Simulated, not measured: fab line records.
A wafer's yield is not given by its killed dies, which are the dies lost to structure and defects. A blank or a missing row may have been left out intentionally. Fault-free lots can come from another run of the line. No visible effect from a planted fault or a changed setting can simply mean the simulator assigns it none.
fab line records ; flow rit_cmos
record: lots: 13; wafers: 39; last_day: 7
route steps=202 shown NWELL@37 NSD@139 CONTACT@176 M1@198
lots that met no fault: from a run of the same line without faults
start_h: start of the lot's first displayed wafer, in hours after the record's first day ; wait_h: time in hours since the lot's previous step ; " same as the row above ; L1.1+2: a single row standing in for several wafers ; - no value present, or no start provided ; * or withheld: withheld ; < > ~ a bound
route shown NAME@n: a module of which the file shows steps, and the number in the route of the first ; usual: mean and standard deviation over wafers with no fault ; same: alike in all rows ; chamber/n: place in a boat ; sites: readings site by site ; _std_site: standard deviation across them ; _edge_site: inner sites' mean taken away from outer sites' mean ; radius_mm: how far each site lies from the wafer's centre ; mask NAME#n: copy n ; behind: the most recent tool/chamber to have shaped the wafer ; hold: why the lot was held/for how many hours/how that ended ; device: transistor that didn't switch, given as n, p or np ; end of line: tests run on the same wafers once the route is complete ; for a step that has no rows: nothing shown but its recipe ; killed: dies lost to structure and defects at the first sort, not the wafer's yield ; map: shows each die of a wafer: x if killed, . if not, _ if none is there
set.NAME: the setting as run; set.NAME@STEP: as run at that earlier step ; model.NAME: the simulator's own value behind a step, which no gauge read
one table for each step of the route and one row for each wafer, over a sample of lots
services: from which hour (start_h, from the record's first day; less than 0 if before it) a tool's chamber was out of use, for how many hours, and why
== steps ==
step: RIT_NWELL_STRIP_09
recipe: chemistry: O2; time_s: 180; resist: NOVOLAK; platen_temp_c: withheld; power_w: 500; pressure_mtorr: 4000; o2_flow_sccm: 4000
usual: drypump_motor_current_A: 6.0/0.59
lot.wafer;tool;chamber;start_h;wait_h;drypump_motor_current_A;rf_hours_counter_h
L155.3;plasma_asher-01;1;21.11;0.1;6.0;-
L155.4;plasma_asher-01;0;21.11;0.1;6.1;-
L155.5;plasma_asher-01;0;21.11;0.1;6.1;-
L156.1;plasma_asher-04;1;25.75;0.1;6.6;23
L156.3;plasma_asher-04;1;25.75;0.1;6.5;-
L156.4;plasma_asher-04;0;25.75;0.1;5.9;-
L157.3;plasma_asher-01;0;31.08;0.1;6.1;-
L157.5;plasma_asher-01;1;31.08;0.1;6.0;-
L157.6;plasma_asher-01;0;31.08;0.1;6.1;-
L158.2;plasma_asher-01;0;37.07;0.1;6.1;37
L158.3;plasma_asher-01;1;37.07;0.1;6.0;-
L158.5;plasma_asher-01;1;37.07;0.1;6.0;-
L164.3;plasma_asher-04;1;65.81;0.1;6.6;-
L164.4;plasma_asher-04;0;65.81;0.1;5.9;-
L164.5;plasma_asher-04;1;65.81;0.1;6.6;-
L165.1;plasma_asher-02;1;71.50;0.1;4.9;39
L165.4;plasma_asher-02;0;71.50;0.1;6.7;-
L165.6;plasma_asher-02;0;71.50;0.1;6.8;-
L166.2;plasma_asher-04;0;77.25;0.1;5.9;29
L166.5;plasma_asher-04;1;77.25;0.1;6.6;-
L166.6;plasma_asher-04;0;77.25;0.1;5.9;-
L168.2;plasma_asher-02;1;85.88;0.1;4.9;40
L168.3;plasma_asher-02;1;85.88;0.1;4.9;-
L168.5;plasma_asher-02;1;85.88;0.1;4.9;-
L170.1;plasma_asher-01;1;97.97;0.1;6.0;44
L170.2;plasma_asher-01;0;97.97;0.1;6.1;44
L170.3;plasma_asher-01;1;97.97;0.1;6.0;-
L172.1;plasma_asher-04;1;106.06;0.1;6.6;30
L172.3;plasma_asher-04;0;106.06;0.1;5.9;-
L172.5;plasma_asher-04;0;106.06;0.1;5.9;-
L174.1;plasma_asher-04;1;115.97;0.1;6.6;32
L174.2;plasma_asher-04;0;115.97;0.1;5.9;32
L174.4;plasma_asher-04;0;115.97;0.1;5.9;-
L175.1;plasma_asher-02;0;121.62;0.1;6.8;45
L175.3;plasma_asher-02;0;121.62;0.1;6.8;-
L175.5;plasma_asher-02;1;121.62;0.1;4.9;-
L176.4;plasma_asher-04;1;126.49;0.1;6.6;-
L176.5;plasma_asher-04;0;126.49;0.1;5.9;-
L176.6;plasma_asher-04;1;126.49;0.1;6.6;-
step: RIT_NSD_IMPLANT_08
recipe: species: P; energy_kev: 25; dose_cm2: 1e+15; tilt_deg: 7
usual: beam_energy_keV: 25.001/0.0071; dose_ions_cm2: 1e+15/1.1e+12; faraday_current_uA: 3129/64
lot.wafer;tool;chamber;start_h;wait_h;beam_energy_keV;dose_ions_cm2;faraday_current_uA
L155.3;implanter-02;0;47.98;0.1;24.990;1.0016e+15;3078
L155.4;implanter-02;0;47.98;0.1;25.015;1.0016e+15;3213
L155.5;implanter-02;0;47.98;0.1;24.997;9.983e+14;3086
L156.1;implanter-01;0;53.34;0.1;25.001;9.999e+14;3197
L156.3;implanter-01;0;53.34;0.1;25.004;9.994e+14;3166
L156.4;implanter-01;0;53.34;0.1;25.007;1.0002e+15;3122
L157.3;implanter-02;0;61.49;0.1;24.988;1.0007e+15;3157
L157.5;implanter-02;0;61.49;0.1;25.010;1.0016e+15;3047
L157.6;implanter-02;0;61.49;0.1;24.999;9.994e+14;3051
L158.2;implanter-01;0;65.77;0.1;25.011;1.0007e+15;3212
L158.3;implanter-01;0;65.77;0.1;25.011;9.998e+14;3260
L158.5;implanter-01;0;65.77;0.1;25.013;9.999e+14;3236
L164.3;implanter-01;0;91.76;0.1;24.996;1.0041e+15;3177
L164.4;implanter-01;0;91.76;0.1;24.998;1.0002e+15;3193
L164.5;implanter-01;0;91.76;0.1;24.998;1.0021e+15;3114
L165.1;implanter-04;0;99.60;0.1;24.997;6.997e+14;2204
L165.4;implanter-04;0;99.60;0.1;24.997;6.988e+14;2182
L165.6;implanter-04;0;99.60;0.1;24.998;6.994e+14;2242
L166.2;implanter-02;0;103.06;0.1;25.001;9.988e+14;3073
L166.5;implanter-02;0;103.06;0.1;25.007;1.0002e+15;2989
L166.6;implanter-02;0;103.06;0.1;24.996;9.995e+14;3162
L168.2;implanter-04;0;111.91;0.1;24.998;6.998e+14;2188
L168.3;implanter-04;0;111.91;0.1;25.004;6.994e+14;2195
L168.5;implanter-04;0;111.91;0.1;25.022;7e+14;2135
L170.1;implanter-02;0;124.23;0.1;24.997;1.0004e+15;3139
L170.2;implanter-02;0;124.23;0.1;25.002;1.0013e+15;3067
L170.3;implanter-02;0;124.23;0.1;25.009;1.0026e+15;3156
L172.1;implanter-02;0;132.77;0.1;24.999;9.983e+14;3310
L172.3;implanter-02;0;132.77;0.1;24.990;9.985e+14;3067
L172.5;implanter-02;0;132.77;0.1;24.997;1.0014e+15;3057
L174.1;implanter-02;0;143.29;0.1;25.008;1.0014e+15;3132
L174.2;implanter-02;0;143.29;0.1;24.992;9.995e+14;3065
L174.4;implanter-02;0;143.29;0.1;24.996;1.0001e+15;3080
L175.1;implanter-02;0;149.59;0.1;25.003;9.993e+14;3089
L175.3;implanter-02;0;149.59;0.1;25.016;1.0008e+15;3075
L175.5;implanter-02;0;149.59;0.1;25.000;1.0002e+15;3104
L176.4;implanter-02;0;152.22;0.1;25.004;9.998e+14;3158
L176.5;implanter-02;0;152.22;0.1;25.006;9.977e+14;2992
L176.6;implanter-02;0;152.22;0.1;25.012;9.988e+14;3203
step: RIT_NSD_TW_MEAS_10
usual: NSD_TW: 3117/29
lot.wafer;tool;chamber;start_h;wait_h;NSD_TW
L155.3;film_metro-02;-;48.27;0.1;3104
L155.4;film_metro-02;-;48.27;0.1;3087
L155.5;film_metro-02;-;48.27;0.1;3095
L156.1;film_metro-03;-;53.67;0.1;3085
L156.3;film_metro-03;-;53.67;0.1;3100
L156.4;film_metro-03;-;53.67;0.1;3089
L157.3;film_metro-01;-;61.79;0.1;3127
L157.5;film_metro-01;-;61.79;0.1;3130
L157.6;film_metro-01;-;61.79;0.1;3131
L158.2;film_metro-02;-;66.08;0.1;3090
L158.3;film_metro-02;-;66.08;0.1;3101
L158.5;film_metro-02;-;66.08;0.1;3085
L164.3;film_metro-02;-;92.05;0.1;3094
L164.4;film_metro-02;-;92.05;0.1;3095
L164.5;film_metro-02;-;92.05;0.1;3093
L165.1;film_metro-02;-;99.92;0.1;2863
L165.4;film_metro-02;-;99.92;0.1;2880
L165.6;film_metro-02;-;99.92;0.1;2858
L166.2;film_metro-01;-;103.37;0.1;3145
L166.5;film_metro-01;-;103.37;0.1;3156
L166.6;film_metro-01;-;103.37;0.1;3164
L168.2;film_metro-02;-;112.37;0.1;2851
L168.3;film_metro-02;-;112.37;0.1;2854
L168.5;film_metro-02;-;112.37;0.1;2860
L170.1;film_metro-03;-;124.55;0.1;3109
L170.2;film_metro-03;-;124.55;0.1;3114
L170.3;film_metro-03;-;124.55;0.1;3105
L172.1;film_metro-02;-;133.10;0.1;3104
L172.3;film_metro-02;-;133.10;0.1;3108
L172.5;film_metro-02;-;133.10;0.1;3101
L174.1;film_metro-02;-;143.62;0.1;3099
L174.2;film_metro-02;-;143.62;0.1;3121
L174.4;film_metro-02;-;143.62;0.1;3112
L175.1;film_metro-01;-;149.91;0.1;3138
L175.3;film_metro-01;-;149.91;0.1;3145
L175.5;film_metro-01;-;149.91;0.1;3142
L176.4;film_metro-01;-;152.50;0.1;3153
L176.5;film_metro-01;-;152.50;0.1;3152
L176.6;film_metro-01;-;152.50;0.1;3153
step: RIT_SDANNEAL_RS_MEAS_05
recipe: thk_meas_gauge: four-point-probe
usual: NSD_RS: 84.52/0.24
lot.wafer;tool;chamber;start_h;wait_h;NSD_RS[ohm/sq]
L155.3;film_metro-03;-;50.44;0.1;84.37
L155.4;film_metro-03;-;50.44;0.1;84.32
L155.5;film_metro-03;-;50.44;0.1;84.46
L156.1;film_metro-01;-;56.07;0.1;84.23
L156.3;film_metro-01;-;56.07;0.1;84.59
L156.4;film_metro-01;-;56.07;0.1;84.40
L157.3;film_metro-01;-;63.83;0.1;84.72
L157.5;film_metro-01;-;63.83;0.1;84.66
L157.6;film_metro-01;-;63.83;0.1;84.88
L158.2;film_metro-03;-;68.38;0.1;84.47
L158.3;film_metro-03;-;68.38;0.1;84.48
L158.5;film_metro-03;-;68.38;0.1;84.40
L164.3;film_metro-02;-;94.12;0.1;84.51
L164.4;film_metro-02;-;94.12;0.1;84.07
L164.5;film_metro-02;-;94.12;0.1;84.32
L165.1;film_metro-03;-;102.10;0.1;111.81
L165.4;film_metro-03;-;102.10;0.1;111.92
L165.6;film_metro-03;-;102.10;0.1;111.76
L166.2;film_metro-03;-;105.53;0.1;84.02
L166.5;film_metro-03;-;105.53;0.1;84.08
L166.6;film_metro-03;-;105.53;0.1;83.90
L168.2;film_metro-01;-;114.41;0.1;112.90
L168.3;film_metro-01;-;114.41;0.1;113.00
L168.5;film_metro-01;-;114.41;0.1;112.32
L170.1;film_metro-01;-;126.58;0.1;84.59
L170.2;film_metro-01;-;126.58;0.1;84.47
L170.3;film_metro-01;-;126.58;0.1;84.46
L172.1;film_metro-01;-;135.25;0.1;84.79
L172.3;film_metro-01;-;135.25;0.1;84.53
L172.5;film_metro-01;-;135.25;0.1;84.53
L174.1;film_metro-03;-;145.77;0.1;84.56
L174.2;film_metro-03;-;145.77;0.1;84.60
L174.4;film_metro-03;-;145.77;0.1;84.59
L175.1;film_metro-03;-;152.17;0.1;84.58
L175.3;film_metro-03;-;152.17;0.1;84.56
L175.5;film_metro-03;-;152.17;0.1;84.94
L176.4;film_metro-02;-;154.69;0.1;84.13
L176.5;film_metro-02;-;154.69;0.1;84.19
L176.6;film_metro-02;-;154.69;0.1;84.12
step: RIT_CONTACT_CD_MEAS_08
recipe: target_cd_nm: 1000
usual: cd_nm: 999.8/2.5
lot.wafer;tool;chamber;start_h;wait_h;cd_nm
L155.3;cd_sem-02;-;52.40;-;1003.6
L155.4;cd_sem-02;-;52.40;-;1004.4
L155.5;cd_sem-02;-;52.40;-;1004.4
L156.1;cd_sem-01;-;58.15;-;1000.6
L156.3;cd_sem-01;-;58.15;-;998.8
L156.4;cd_sem-01;-;58.15;-;1000.3
L157.3;cd_sem-02;-;65.79;-;999.3
L157.5;cd_sem-02;-;65.79;-;998.2
L157.6;cd_sem-02;-;65.79;-;997.9
L158.2;cd_sem-01;-;70.34;-;1002.8
L158.3;cd_sem-01;-;70.34;-;1000.9
L158.5;cd_sem-01;-;70.34;-;1000.9
L164.3;cd_sem-02;-;96.31;-;1000.3
L164.4;cd_sem-02;-;96.31;-;998.8
L164.5;cd_sem-02;-;96.31;-;999.0
L165.1;cd_sem-01;-;104.19;-;1000.7
L165.4;cd_sem-01;-;104.19;-;1000.1
L165.6;cd_sem-01;-;104.19;-;999.8
L166.2;cd_sem-02;-;107.58;-;1000.4
L166.5;cd_sem-02;-;107.58;-;1001.3
L166.6;cd_sem-02;-;107.58;-;1001.7
L168.2;cd_sem-01;-;116.51;-;995.2
L168.3;cd_sem-01;-;116.51;-;995.8
L168.5;cd_sem-01;-;116.51;-;997.1
L170.1;cd_sem-01;-;128.61;-;998.9
L170.2;cd_sem-01;-;128.61;-;996.2
L170.3;cd_sem-01;-;128.61;-;998.8
L172.1;cd_sem-01;-;137.33;-;1001.7
L172.3;cd_sem-01;-;137.33;-;1001.6
L172.5;cd_sem-01;-;137.33;-;1002.2
L174.1;cd_sem-01;-;147.75;-;1000.2
L174.2;cd_sem-01;-;147.75;-;999.9
L174.4;cd_sem-01;-;147.75;-;999.8
L175.1;cd_sem-01;-;154.25;-;1001.4
L175.3;cd_sem-01;-;154.25;-;1000.8
L175.5;cd_sem-01;-;154.25;-;1002.4
L176.4;cd_sem-01;-;156.77;-;1008.1
L176.5;cd_sem-01;-;156.77;-;1004.9
L176.6;cd_sem-01;-;156.77;-;1001.8
step: RIT_M1_STRIP_14
recipe: chemistry: O2; time_s: 180; platen_temp_c: withheld; power_w: 500; pressure_mtorr: 4000; o2_flow_sccm: 4000
usual: drypump_motor_current_A: 6.0/0.71
lot.wafer;tool;chamber;start_h;wait_h;drypump_motor_current_A;rf_hours_counter_h
L155.3;plasma_asher-04;1;55.79;0.1;6.6;-
L155.4;plasma_asher-04;0;55.79;0.1;5.9;-
L155.5;plasma_asher-04;1;55.79;0.1;6.6;-
L156.1;plasma_asher-02;0;61.41;0.0;6.7;38
L156.3;plasma_asher-02;1;61.41;0.0;5.0;-
L156.4;plasma_asher-02;0;61.41;0.0;6.8;-
L157.3;plasma_asher-02;0;69.05;0.1;6.8;-
L157.5;plasma_asher-02;1;69.05;0.1;4.9;-
L157.6;plasma_asher-02;0;69.05;0.1;6.8;-
L158.2;plasma_asher-03;0;73.58;0.0;6.3;46
L158.3;plasma_asher-03;0;73.58;0.0;6.3;-
L158.5;plasma_asher-03;0;73.58;0.0;6.3;-
L164.3;plasma_asher-02;0;99.86;0.1;6.8;-
L164.4;plasma_asher-02;1;99.86;0.1;5.0;-
L164.5;plasma_asher-02;0;99.86;0.1;6.8;-
L165.1;plasma_asher-04;1;107.61;0.0;6.6;30
L165.4;plasma_asher-04;1;107.61;0.0;6.6;-
L165.6;plasma_asher-04;0;107.61;0.0;5.9;-
L166.2;plasma_asher-04;0;110.93;0.0;5.9;31
L166.5;plasma_asher-04;0;110.93;0.0;5.9;-
L166.6;plasma_asher-04;1;110.93;0.0;6.5;-
L168.2;plasma_asher-04;1;119.89;0.0;6.6;32
L168.3;plasma_asher-04;0;119.89;0.0;5.9;-
L168.5;plasma_asher-04;1;119.89;0.0;6.6;-
L170.1;plasma_asher-02;0;132.00;0.0;6.8;46
L170.2;plasma_asher-02;1;132.00;0.0;4.9;46
L170.3;plasma_asher-02;1;132.00;0.0;4.9;-
L172.1;plasma_asher-04;0;140.59;0.0;5.9;35
L172.3;plasma_asher-04;0;140.59;0.0;5.9;-
L172.5;plasma_asher-04;0;140.59;0.0;5.9;-
L174.1;plasma_asher-02;1;151.17;0.0;4.9;48
L174.2;plasma_asher-02;0;151.17;0.0;6.7;48
L174.4;plasma_asher-02;1;151.17;0.0;4.9;-
L175.1;plasma_asher-03;1;157.80;0.0;5.8;4
L175.3;plasma_asher-03;0;157.80;0.0;6.3;-
L175.5;plasma_asher-03;1;157.80;0.0;5.8;-
L176.4;plasma_asher-02;1;160.31;0.1;4.9;-
L176.5;plasma_asher-02;1;160.31;0.1;4.9;-
L176.6;plasma_asher-02;0;160.31;0.1;6.8;-
step: RIT_M1_PROBE_99
usual: killed_at_contacts: 0.1/0.28; killed_at_front_end: 6.5/3; killed_dies: 7/3; killed_open: 3.2/2; killed_short: 3.2/1.9
same: gross_dies: 264; killed_at_M0_to_M3: 0; killed_at_M4_up: 0; killed_at_back_side: 0; killed_at_other: 0
lot.wafer;tool;chamber;start_h;wait_h;killed_at_contacts;killed_at_front_end;killed_dies;killed_open;killed_short
L155.3;prober-01;-;58.92;0.2;0;11;11;5;6
L155.4;prober-01;-;58.97;0.2;0;7;7;4;3
L155.5;prober-01;-;59.02;0.2;0;9;9;3;6
L156.1;prober-02;-;63.62;0.1;0;13;13;3;9
L156.3;prober-02;-;63.72;0.2;0;3;3;1;2
L156.4;prober-02;-;63.77;0.2;0;2;2;1;1
L157.3;prober-01;-;71.47;0.2;0;9;9;2;7
L157.5;prober-01;-;71.57;0.2;0;6;6;2;4
L157.6;prober-01;-;71.62;0.2;0;6;6;2;4
L158.2;prober-02;-;75.54;0.1;0;4;4;4;0
L158.3;prober-02;-;75.59;0.2;0;0;0;0;0
L158.5;prober-02;-;75.69;0.2;0;3;3;2;1
L164.3;prober-02;-;101.81;0.2;0;6;6;3;3
L164.4;prober-02;-;101.86;0.2;0;6;6;2;4
L164.5;prober-02;-;101.91;0.2;0;4;4;2;2
L165.1;prober-01;-;109.99;0.1;0;10;10;4;6
L165.4;prober-01;-;110.14;0.2;0;5;5;0;5
L165.6;prober-01;-;110.24;0.2;0;7;7;4;3
L166.2;prober-02;-;112.90;0.1;0;2;2;2;0
L166.5;prober-02;-;113.05;0.2;0;8;8;5;3
L166.6;prober-02;-;113.10;0.2;0;2;2;1;1
L168.2;prober-02;-;121.86;0.1;0;6;6;0;6
L168.3;prober-02;-;121.91;0.2;0;4;4;2;2
L168.5;prober-02;-;122.01;0.2;0;10;10;3;7
L170.1;prober-02;-;133.92;0.1;0;5;5;1;2
L170.2;prober-02;-;133.97;0.1;0;2;2;2;0
L170.3;prober-02;-;134.02;0.2;0;9;9;6;2
L172.1;prober-02;-;142.68;0.1;1;5;6;3;3
L172.3;prober-02;-;142.78;0.2;0;10;10;7;3
L172.5;prober-02;-;142.88;0.2;0;3;3;2;1
L174.1;prober-02;-;153.08;0.1;0;2;2;1;1
L174.2;prober-02;-;153.13;0.1;0;7;7;4;3
L174.4;prober-02;-;153.23;0.2;0;4;4;2;2
L175.1;prober-01;-;160.06;0.1;0;11;11;7;4
L175.3;prober-01;-;160.16;0.2;0;8;8;2;6
L175.5;prober-01;-;160.26;0.2;0;9;9;7;2
L176.4;prober-02;-;162.78;0.2;0;6;6;2;4
L176.5;prober-02;-;162.83;0.2;0;7;7;2;5
L176.6;prober-02;-;162.88;0.2;0;5;5;3;2
killed by level:class
L155.3 GATE:geometric_particle:open=5 GATE:geometric_particle:short=3 REOX:geometric_particle:short=1 SPACER:geometric_particle:short=1 SILICIDE:geometric_particle:short=1
L155.4 REOX:geometric_particle:open=2 FOX2:geometric_particle:open=1 GATE:geometric_particle:open=1 GATE:geometric_particle:short=1 SPACER:geometric_particle:short=1 SILICIDE:geometric_particle:short=1
L155.5 GATE:geometric_particle:short=6 GATE:geometric_particle:open=2 FOX1:geometric_particle:open=1
L156.1 FOX2:geometric_particle:short=3 SILICIDE:geometric_particle:open=3 SILICIDE:geometric_particle:short=3 GATE:geometric_particle:short=2 REOX:geometric_particle:short=1 ACTIVE:coat_microbubble_printed=1
L156.3 GATE:geometric_particle:open=1 GATE:geometric_particle:short=1 SPACER:geometric_particle:short=1
L156.4 FOX2:geometric_particle:open=1 SPACER:geometric_particle:short=1
L157.3 REOX:geometric_particle:short=4 GATE:geometric_particle:short=2 SPACER:geometric_particle:open=1 GATE:geometric_particle:open=1 SPACER:geometric_particle:short=1
L157.5 FOX1:geometric_particle:short=1 FOX2:geometric_particle:short=1 GATE:geometric_particle:short=1 GATE:geometric_particle:open=1 REOX:geometric_particle:open=1 SPACER:geometric_particle:short=1
L157.6 REOX:geometric_particle:short=2 FOX2:geometric_particle:short=1 GATE:geometric_particle:short=1 GATE:geometric_particle:open=1 REOX:geometric_particle:open=1
L158.2 FOX1:geometric_particle:open=2 SILICIDE:geometric_particle:open=2
L158.5 GATE:geometric_particle:open=1 GATE:geometric_particle:short=1 SILICIDE:geometric_particle:open=1
L164.3 SILICIDE:geometric_particle:open=3 GATE:geometric_particle:short=2 SPACER:geometric_particle:short=1
L164.4 REOX:geometric_particle:short=2 FOX2:geometric_particle:open=1 GATE:geometric_particle:short=1 SPACER:geometric_particle:short=1 SILICIDE:geometric_particle:open=1
L164.5 GATE:geometric_particle:short=2 FOX2:geometric_particle:open=1 SPACER:geometric_particle:open=1
L165.1 FOX1:geometric_particle:open=3 REOX:geometric_particle:short=2 SPACER:geometric_particle:short=2 FOX1:geometric_particle:short=1 SILICIDE:geometric_particle:open=1 SILICIDE:geometric_particle:short=1
L165.4 GATE:geometric_particle:short=2 SILICIDE:geometric_particle:short=2 REOX:geometric_particle:short=1
L165.6 GATE:geometric_particle:short=3 SILICIDE:geometric_particle:open=2 FOX2:geometric_particle:open=1 GATE:geometric_particle:open=1
L166.2 FOX2:geometric_particle:open=1 REOX:geometric_particle:open=1
L166.5 GATE:geometric_particle:open=3 GATE:geometric_particle:short=2 FOX1:geometric_particle:open=1 SPACER:geometric_particle:open=1 SILICIDE:geometric_particle:short=1
L166.6 SPACER:geometric_particle:short=1 SILICIDE:geometric_particle:open=1
L168.2 SILICIDE:geometric_particle:short=2 FOX2:geometric_particle:short=1 GATE:geometric_particle:short=1 REOX:geometric_particle:short=1 SPACER:geometric_particle:short=1
L168.3 FOX1:geometric_particle:short=2 GATE:geometric_particle:open=1 REOX:geometric_particle:open=1
L168.5 FOX1:geometric_particle:short=4 SPACER:geometric_particle:short=2 FOX1:geometric_particle:open=1 GATE:geometric_particle:short=1 REOX:geometric_particle:open=1 SPACER:geometric_particle:open=1
L170.1 NSD:coat_microbubble_printed=2 GATE:geometric_particle:short=1 GATE:geometric_particle:open=1 SILICIDE:geometric_particle:short=1
L170.2 GATE:geometric_particle:open=2
L170.3 GATE:geometric_particle:open=4 SILICIDE:geometric_particle:open=2 GATE:geometric_particle:short=1 SPACER:geometric_particle:short=1 NSD:coat_microbubble_printed=1
L172.1 FOX1:geometric_particle:open=2 REOX:geometric_particle:short=2 SILICIDE:geometric_particle:open=1 CONTACT:geometric_particle:short=1
L172.3 FOX1:geometric_particle:open=2 SPACER:geometric_particle:open=2 SILICIDE:geometric_particle:open=2 FOX1:geometric_particle:short=1 GATE:geometric_particle:short=1 REOX:geometric_particle:open=1 SILICIDE:geometric_particle:short=1
L172.5 FOX1:geometric_particle:open=1 SPACER:geometric_particle:short=1 SILICIDE:geometric_particle:open=1
L174.1 GATE:geometric_particle:open=1 SPACER:geometric_particle:short=1
L174.2 REOX:geometric_particle:open=3 REOX:geometric_particle:short=2 GATE:geometric_particle:open=1 SPACER:geometric_particle:short=1
L174.4 GATE:geometric_particle:short=2 REOX:geometric_particle:open=1 SPACER:geometric_particle:open=1
L175.1 GATE:geometric_particle:open=5 SILICIDE:geometric_particle:open=2 FOX1:geometric_particle:short=1 FOX2:geometric_particle:short=1 GATE:geometric_particle:short=1 SPACER:geometric_particle:short=1
L175.3 GATE:geometric_particle:short=2 FOX1:geometric_particle:open=1 FOX1:geometric_particle:short=1 FOX2:geometric_particle:open=1 REOX:geometric_particle:short=1 SPACER:geometric_particle:short=1 SILICIDE:geometric_particle:short=1
L175.5 GATE:geometric_particle:open=4 SILICIDE:geometric_particle:open=2 FOX1:geometric_particle:short=1 REOX:geometric_particle:open=1 SILICIDE:geometric_particle:short=1
L176.4 SPACER:geometric_particle:short=2 FOX2:geometric_particle:open=1 GATE:geometric_particle:short=1 GATE:geometric_particle:open=1 REOX:geometric_particle:short=1
L176.5 GATE:geometric_particle:short=2 FOX1:geometric_particle:short=1 GATE:geometric_particle:open=1 REOX:geometric_particle:short=1 REOX:geometric_particle:open=1 SPACER:geometric_particle:short=1
L176.6 GATE:geometric_particle:open=3 GATE:geometric_particle:short=1 REOX:geometric_particle:short=1
== services ==
tool;chamber;start_h;hours;kind
implanter-02;-;25.15;0.7;repair
implanter-04;-;27.00;2.8;repair
implanter-04;-;37.16;0.6;repair
implanter-02;-;41.72;3.7;repair
implanter-04;-;47.88;2.1;pm
plasma_asher-02;-;50.39;3.1;repair
plasma_asher-04;-;78.37;17.6;repair
implanter-01;-;104.28;4.5;repair
implanter-04;-;106.25;1.9;repair
plasma_asher-03;-;108.75;9.0;pm
plasma_asher-03;0;108.75;9.0;vent_cycle
plasma_asher-03;1;108.75;9.0;vent_cycle
plasma_asher-02;-;111.69;0.8;repair
implanter-01;-;115.99;44.0;pm
plasma_asher-03;0;117.75;-;clean
plasma_asher-03;1;117.75;-;clean
plasma_asher-01;-;122.12;4.2;pm
implanter-02;-;154.64;11.8;pm
== key ==
first_sign: step: RIT_NSD_IMPLANT_08; reading: dose_ions_cm2; direction: down; sigmas: 99+; usual: 1e+15; struck: 6.995e+14
effect: step: RIT_NSD_IMPLANT_08; reading: faraday_current_uA; direction: down; sigmas: 15; usual: 3129; struck: 2191
effect: step: RIT_NSD_TW_MEAS_10; reading: NSD_TW; direction: down; sigmas: 9; usual: 3117; struck: 2861
effect: step: RIT_SDANNEAL_RS_MEAS_05; reading: NSD_RS; direction: up; sigmas: 99+; usual: 84.52; struck: 112.29
met_at RIT_NSD_IMPLANT_08
struck_lots L165,L168
tester_left_out L165,L168
not_acting_at RIT_NWELL_STRIP_09,RIT_CONTACT_CD_MEAS_08,RIT_M1_STRIP_14
fault: kind: process_parameter_drift; tool: implanter-04; chamber: -; onset_h: 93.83; steps: RIT_NSD_IMPLANT_08; channel: dose_cm2; offset: -3e+14; shape: step; end_h: 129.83; acts_in: these_recipes_only; stated: 1e+15
tester_left_out: of these lots the tester's yield and bins aren't shown, on N5 and GAA mostly nor the transistor test; their killed dies are dies lost to structure and defects alone, not to doping, threshold or leakage, so they don't give the yield
